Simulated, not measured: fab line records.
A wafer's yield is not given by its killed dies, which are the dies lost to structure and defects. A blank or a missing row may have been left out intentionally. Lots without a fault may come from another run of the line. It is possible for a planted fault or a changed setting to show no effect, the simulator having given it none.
2 desks looking at one fault	flow berkeley cmos170	only its own numbers are on each desk; what lay behind them is given at the end

## FROM THE METROLOGY DESK
Lot by lot, what the gauges showed, no matter which tool ran the lot: averages of those sampled wafers that carry a number. The brackets show how far a lot's mean lies from the usual mean; more than 4 standard deviations puts the lot out of limits, marked OUT.
Columns: A = NSD_RS at UCB170_SDANNEAL_RS_MEAS_03, usual 37.49 ohm/sq; B = SILICIDE_TI_THK at UCB170_SILICIDE_THK_MEAS_03, usual 29.0 nm; C = M3_AL_RS at UCB170_M3_RS_MEAS_02, usual 0.0321 ohm/sq; D = M3_AL_THK at UCB170_M3_THK_MEAS_03, usual 911 nm; E = cd nm at UCB170_M3_CD_MEAS_15, usual 700.0 nm
lot	first seen here	A	B	C	D	E
L884	day 7 16:14	37.54	29.3	0.0325	905	698.6
L883	day 7 16:28	37.52	29.2	0.0323	903	698.5
L885	day 7 16:32	37.57	28.4	0.0323	911	700.1
L888	day 8 07:07	37.51	29.1	0.0327	891	698.2
L889	day 8 07:07	37.68	28.9	0.0319	921	700.0
L886	day 8 07:22	37.48	28.7	0.0322	906	699.9
L887	day 8 07:38	37.65	29.7	0.0319	917	697.4
L891	day 8 12:16	37.38	28.9	0.0323	902	700.1
L892	day 8 20:10	37.44	28.5	0.0323	902	702.1
L893	day 9 16:08	37.57	28.9	0.0445 (+30) OUT	660 (-19) OUT	699.6
L895	day 9 21:13	37.58	30.2	0.0431 (+27) OUT	687 (-17) OUT	702.1
L894	day 9 21:29	37.39	28.5	0.0321	921	699.0
L905	day 11 19:17	37.51	29.1	0.0323	905	699.5
L904	day 11 19:45	37.41	29.1	0.0318	917	698.2
Per this desk, out of limits: L893, L895; the first was L893, day 10 17:41 (M3_AL_RS at UCB170_M3_RS_MEAS_02). L884, L883, L885, L888, L889, L886, L887, L891, L892, L894, L905, L904 stayed within limits.

## THE TOOL OWNER'S DESK: pvd sputter-03
The tool's own readings at UCB170_M3_SPUTTER_01 (material Al, target thk 900 nm, time 120 s): means of the sampled wafers that have a number, for each lot that ran on this tool. The brackets show how far a lot's mean lies from the usual mean; more than 4 standard deviations puts the lot out of limits, marked OUT.
Columns: A = throttle valve pct at UCB170_M3_SPUTTER_01, usual 29.5 %
lot	first seen here	A
L884	day 8 13:41	29.8
L888	day 9 04:56	28.5
L891	day 9 12:31	29.2
L892	day 9 20:11	28.8
L893	day 10 17:37	29.4
L895	day 10 23:16	29.7
Result from this desk: across the 6 lots, nothing is out of limits.

## ALL TOGETHER
An alarm was possible from the metrology desk at day 10 17:41, on L893, L895.
The tool owner's desk saw nothing out of limits.
Tool owner's desk: L893, L895 on record, inside its limits.
UCB170_M3_SPUTTER_01 was run on pvd sputter-03 by each of the lots named.

## WHAT THE SIMULATOR HAD INSERTED
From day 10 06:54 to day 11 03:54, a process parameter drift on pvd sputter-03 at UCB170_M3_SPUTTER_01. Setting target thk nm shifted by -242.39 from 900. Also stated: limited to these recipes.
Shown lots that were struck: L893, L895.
Time in hours between the start of the fault and the first out-of-limits reading at each desk: metrology desk, 11.
